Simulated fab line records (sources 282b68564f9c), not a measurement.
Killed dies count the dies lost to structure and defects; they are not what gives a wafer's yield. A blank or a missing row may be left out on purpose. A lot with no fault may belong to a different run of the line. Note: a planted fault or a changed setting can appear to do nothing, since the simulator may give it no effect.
fab line records    flow rit-cmos
record: lots: 6  wafers: 18  last-day: 7
route steps=202 shown PLDD@116 SPACER@125
lots untouched by any fault: they come from a run of this same line in which no faults occurred
start-h: start of the lot's first displayed wafer, in hours after the record's first day    wait-h: hours from the lot's prior step to this one    " unchanged from the row above    L1.1+2: several wafers, shown together as one row    - either no value or no given start    * or withheld: withheld    < > ~ a bound
route shown NAME@n: NAME is a module with steps in the file, n the number in the route of the first one    usual: mean/standard deviation of fault-free wafers    same: alike in all rows    chamber/n: place in a boat    sites: readings site by site    _std_site: standard deviation of those values    _edge_site: outer sites' mean less inner sites'    radius-mm: how far each site lies from the wafer's centre    mask NAME#n: copy n    behind: the tool/chamber that last shaped the wafer    hold: cause of the lot's hold/its duration in hours/its outcome    device: which transistor (n, p or np) failed to switch    end of line: tests of these same wafers at the route's end    where a step has no rows: the recipe by itself    killed: count of dies lost to structure and defects at first sort (not the wafer's yield)    map: dies across one wafer; x = killed, . = not, _ = none there
set.NAME: the run value of the setting; set.NAME@STEP: its run value at that earlier step    model.NAME: the simulator's own value behind a step, which no gauge read
lots seen at some steps along the route; tables by step, rows by wafer
services: when a tool's chamber went out of use (start-h, in hours from the record's first day, below 0 if earlier), for how many hours, and the reason
== steps ==
step: RIT_PLDD_SOFTBAKE_02
recipe: resist: NOVOLAK  temp-c: 90  time-s: 60
step: RIT_PLDD_EXPOSE_03
recipe: mask-id: M8  na: 0.57  target-cd-nm: 40900  dose-mj: 250
step: RIT_PLDD_PEB_04
recipe: resist: NOVOLAK  temp-c: withheld  time-s: withheld
step: RIT_PLDD_DEVELOP_05
recipe: resist: NOVOLAK  develop-time-s: 50  dev-temp-c: 23
step: RIT_PLDD_OVL_MEAS_06
usual: PLDD_OVL: 0.2/1.1
lot.wafer  tool        chamber  start-h  wait-h  PLDD_OVL[nm]
L542.1     overlay-01  -        71.91    -       0.0
L542.2     "           -        "        "       0.5
L542.4     "           -        "        "       -0.7
L545.1     overlay-01  -        84.18    -       0.2
L545.5     "           -        "        "       0.3
L545.6     "           -        "        "       1.6
L551.2     overlay-01  -        114.43   -       0.4
L551.5     "           -        "        "       -0.7
L551.6     "           -        "        "       -1.0
L553.1     overlay-01  -        124.38   -       -1.9
L553.3     "           -        "        "       0.9
L553.4     "           -        "        "       0.1
L559.1     overlay-02  -        154.25   -       0.6
L559.3     "           -        "        "       -0.8
L559.6     "           -        "        "       -0.2
L560.1     overlay-02  -        159.12   -       -0.4
L560.2     "           -        "        "       1.0
L560.4     "           -        "        "       0.7
step: RIT_PLDD_HARDBAKE_07
recipe: resist: NOVOLAK  temp-c: 140  time-s: 60
step: RIT_PLDD_IMPLANT_08
recipe: species: BF2  energy-kev: 20  dose-cm2: 9e+14  tilt-deg: 7
step: RIT_PLDD_STRIP_09
recipe: chemistry: O2  time-s: 180  resist: NOVOLAK  platen-temp-c: withheld  power-w: 500  pressure-mtorr: 4000  o2-flow-sccm: 4000
usual: chamber-pressure-mTorr: 4000/3.8  drypump-motor-current-A: 5.6/0.36
lot.wafer  tool             chamber  start-h  wait-h  chamber-pressure-mTorr  drypump-motor-current-A  rf-hours-counter-h
L542.1     plasma-asher-04  1        72.27    0.1     4002                    5.3                      44
L542.2     "                0        "        "       4004                    6.0                      44
L542.4     "                1        "        "       3998                    5.3                      -
L545.1     plasma-asher-03  1        84.51    0.1     4000                    5.5                      31
L545.5     "                1        "        "       4002                    5.5                      -
L545.6     "                0        "        "       3998                    5.5                      -
L551.2     plasma-asher-04  1        114.76   0.1     3998                    5.3                      49
L551.5     "                0        "        "       3999                    6.0                      -
L551.6     "                1        "        "       3998                    5.3                      -
L553.1     plasma-asher-02  0        124.72   0.1     4009                    6.3                      1
L553.3     "                1        "        "       4002                    4.9                      -
L553.4     "                0        "        "       3995                    6.2                      -
L559.1     plasma-asher-04  0        154.59   0.1     4003                    6.0                      53
L559.3     "                1        "        "       4007                    5.3                      -
L559.6     "                0        "        "       4002                    6.0                      -
L560.1     plasma-asher-03  0        159.46   0.1     3998                    5.5                      40
L560.2     "                1        "        "       3998                    5.5                      40
L560.4     "                1        "        "       3994                    5.5                      -
step: RIT_PLDD_TW_MEAS_10
usual: PLDD_TW: 2344/11
lot.wafer  tool           chamber  start-h  wait-h  PLDD_TW
L542.1     film-metro-02  -        72.45    0.1     2333
L542.2     "              -        "        "       2325
L542.4     "              -        "        "       2343
L545.1     film-metro-02  -        84.69    0.1     2337
L545.5     "              -        "        "       2345
L545.6     "              -        "        "       2341
L551.2     film-metro-04  -        114.94   0.1     2357
L551.5     "              -        "        "       2349
L551.6     "              -        "        "       2357
L553.1     film-metro-03  -        124.89   0.1     2322
L553.3     "              -        "        "       2333
L553.4     "              -        "        "       2328
L559.1     film-metro-03  -        154.77   0.1     2378
L559.3     "              -        "        "       2348
L559.6     "              -        "        "       2358
L560.1     film-metro-03  -        159.64   0.1     2351
L560.2     "              -        "        "       2351
L560.4     "              -        "        "       2346
step: RIT_SPACER_CLEAN_00
recipe: chemistry: SC1  mix: 3:3:50  time-s: 600  temp-c: 75
step: RIT_SPACER_CLEAN_01
recipe: chemistry: dHF  dilution: 50:1  time-s: 30
step: RIT_SPACER_CLEAN_02
recipe: chemistry: SC2  mix: 3:3:50  time-s: 600  temp-c: 75  dry: n2-spin
step: RIT_SPACER_CVD_03
recipe: material: Si3N4  target-thk-nm: 250  temp-c: 810  precursor: SiH2Cl2/NH3  time-s: 3300  pressure-mtorr: 300  sih2cl2-flow-sccm: 60  nh3-flow-sccm: 150
lot.wafer   tool      chamber  start-h  wait-h
L542.1+2+4  lpcvd-02  0        73.53    0.6
L545.1+5+6  lpcvd-02  0        86.00    0.9
L551.2+5+6  lpcvd-01  0        115.37   0.0
L551.2+5+6  lpcvd-01  0        117.46   0.2
L553.1+3+4  lpcvd-02  0        125.32   0.0
L553.1+3+4  lpcvd-02  0        127.40   0.2
L559.1+3+6  lpcvd-01  0        155.19   0.0
L560.1+2+4  lpcvd-02  0        160.09   0.0
step: RIT_SPACER_THK_MEAS_04
recipe: reads: Si3N4_of_SPACER_CVD_03
usual: SPACER_NITRIDE_THK: 249.8/2.3
lot.wafer  tool           chamber  start-h  wait-h  SPACER_NITRIDE_THK[nm]
L542.1     film-metro-01  -        75.45    0.0     247.0
L542.2     "              -        "        "       251.5
L542.4     "              -        "        "       247.2
L545.1     film-metro-04  -        87.92    0.0     250.5
L545.5     "              -        "        "       253.2
L545.6     "              -        "        "       251.0
L551.2     film-metro-04  -        119.38   0.0     491.9
L551.5     "              -        "        "       495.2
L551.6     "              -        "        "       499.0
L553.1     film-metro-03  -        129.33   0.0     491.6
L553.3     "              -        "        "       491.2
L553.4     "              -        "        "       493.7
L559.1     film-metro-03  -        158.07   0.0     253.0
L559.3     "              -        "        "       252.3
L559.6     "              -        "        "       252.2
L560.1     film-metro-03  -        162.01   0.0     252.0
L560.2     "              -        "        "       252.9
L560.4     "              -        "        "       251.3
step: RIT_SPACER_ETCHBACK_05
recipe: target-depth-a: 2500  SF6_flow_sccm: 30  CHF3_flow_sccm: 30  target: Si3N4  chemistry: SF6/CHF3  pressure-mtorr: 40  rf-w: 250  time-s: 240  stop-on: SiO2
usual: chamber-pressure-mTorr: 40.00/0.032  drypump-motor-current-A: 5.7/0.48  oes-product-au: 0.846/0.014  throttle-valve-pct: 10.33/0.13
lot.wafer  tool         chamber  start-h  wait-h  chamber-pressure-mTorr  drypump-motor-current-A  oes-product-au  rf-hours-counter-h  throttle-valve-pct  model.Si3N4_of_SPACER_CVD_03.thk-nm  model.etch.depth-nm
L542.1     rie-diel-04  0        75.51    0.1     40.04                   6.5                      0.848           3                   10.21               193.4                                246.9
L542.2     "            2        "        "       39.97                   6.0                      0.841           141                 10.55               195.8                                251.4
L542.4     "            2        "        "       40.01                   6.0                      0.837           -                   10.55               192.7                                247.1
L545.1     rie-diel-01  2        87.98    0.1     40.04                   5.4                      0.851           81                  10.46               196                                  250.4
L545.5     "            2        "        "       40.06                   5.4                      0.859           -                   10.48               198.2                                253.3
L545.6     "            1        "        "       39.98                   5.8                      0.833           -                   10.39               196.4                                250.8
L551.2     rie-diel-04  0        119.43   0.0     39.99                   6.5                      1.018           4                   10.26               385.3                                313.3
L551.5     "            1        "        "       39.96                   5.9                      0.988           -                   10.33               389.9                                307.3
L551.6     "            2        "        "       39.99                   6.0                      0.999           -                   10.61               390.1                                314.2
L553.1     rie-diel-01  1        129.39   0.1     40.01                   5.8                      0.976           0                   10.46               388.8                                301.5
L553.3     "            0        "        "       40.02                   5.6                      0.985           21                  10.15               386.4                                308.9
L553.4     "            3        "        "       40.04                   5.5                      0.967           123                 10.38               388.8                                306.7
L559.1     rie-diel-01  0        158.13   0.1     40.03                   5.7                      0.847           22                  10.09               199.1                                252.9
L559.3     "            2        "        "       40.01                   5.4                      0.849           83                  10.46               198.3                                252.4
L559.6     "            2        "        "       40.00                   5.4                      0.854           -                   10.45               198.3                                252.3
L560.1     rie-diel-04  1        162.07   0.1     40.03                   5.9                      0.856           2                   10.30               197.5                                252.2
L560.2     "            2        "        "       40.03                   6.1                      0.854           143                 10.54               197.4                                252.8
L560.4     "            0        "        "       40.02                   6.5                      0.858           5                   10.21               196.7                                251.1
== services ==
tool             chamber  start-h  hours  kind
rie-diel-04      2        61.87    1.7    repair
rie-diel-04      1        74.37    -      clean
rie-diel-04      1        74.37    12.3   scheduled-down
rie-diel-04      1        74.37    12.3   vent-cycle
plasma-asher-02  -        80.01    1.5    repair
rie-diel-01      1        91.23    -      clean
rie-diel-01      1        91.23    23.0   scheduled-down
rie-diel-01      1        91.23    23.0   vent-cycle
plasma-asher-04  -        99.22    2.8    pm
rie-diel-04      3        105.22   3.5    repair
plasma-asher-02  -        108.75   9.0    pm
plasma-asher-02  0        108.75   9.0    vent-cycle
plasma-asher-02  1        108.75   9.0    vent-cycle
plasma-asher-03  -        114.53   2.8    pm
plasma-asher-02  0        117.75   -      clean
plasma-asher-02  1        117.75   -      clean
rie-diel-04      0        132.72   22.1   repair
plasma-asher-02  -        137.37   1.0    repair
== key ==
first-sign: step: RIT_SPACER_CVD_03  reading: visit  direction: added
effect: step: RIT_SPACER_THK_MEAS_04  reading: SPACER_NITRIDE_THK  direction: up  sigmas: 99+  usual: 249.8  struck: 493.8
effect: step: RIT_SPACER_ETCHBACK_05  reading: oes-product-au  direction: up  sigmas: 10  usual: 0.846  struck: 0.989
model-effect: step: RIT_SPACER_ETCHBACK_05  value: Si3N4_of_SPACER_CVD_03.thk-nm  without: 194.1  struck: 388.2
met-at RIT_SPACER_CVD_03
struck-wafers L551.2,L551.5,L551.6,L553.1,L553.3,L553.4
later-rows-left-out L551.2,L551.5,L551.6,L553.1,L553.3,L553.4
sort-left-out L551.2,L551.5,L551.6,L553.1,L553.3,L553.4
tester-left-out L551,L553
fault: kind: repeated-step-whole  tool: lpcvd-01,lpcvd-02  chamber: -  onset-h: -  steps: RIT_SPACER_CVD_03  times: 1  scope: struck-lots-only
tester-left-out: of these lots the tester's yield and bins aren't shown, on N5 and GAA mostly nor the transistor test; their killed dies are dies lost to structure and defects alone, not to doping, threshold or leakage, so they don't give the yield
sort-left-out: the simulated sort isn't trusted on such a fault, so these wafers' sort isn't shown, and their yield isn't known
later-rows-left-out: the simulator's readings of these wafers behind a module that went badly wrong aren't trusted and aren't shown, but for the sort
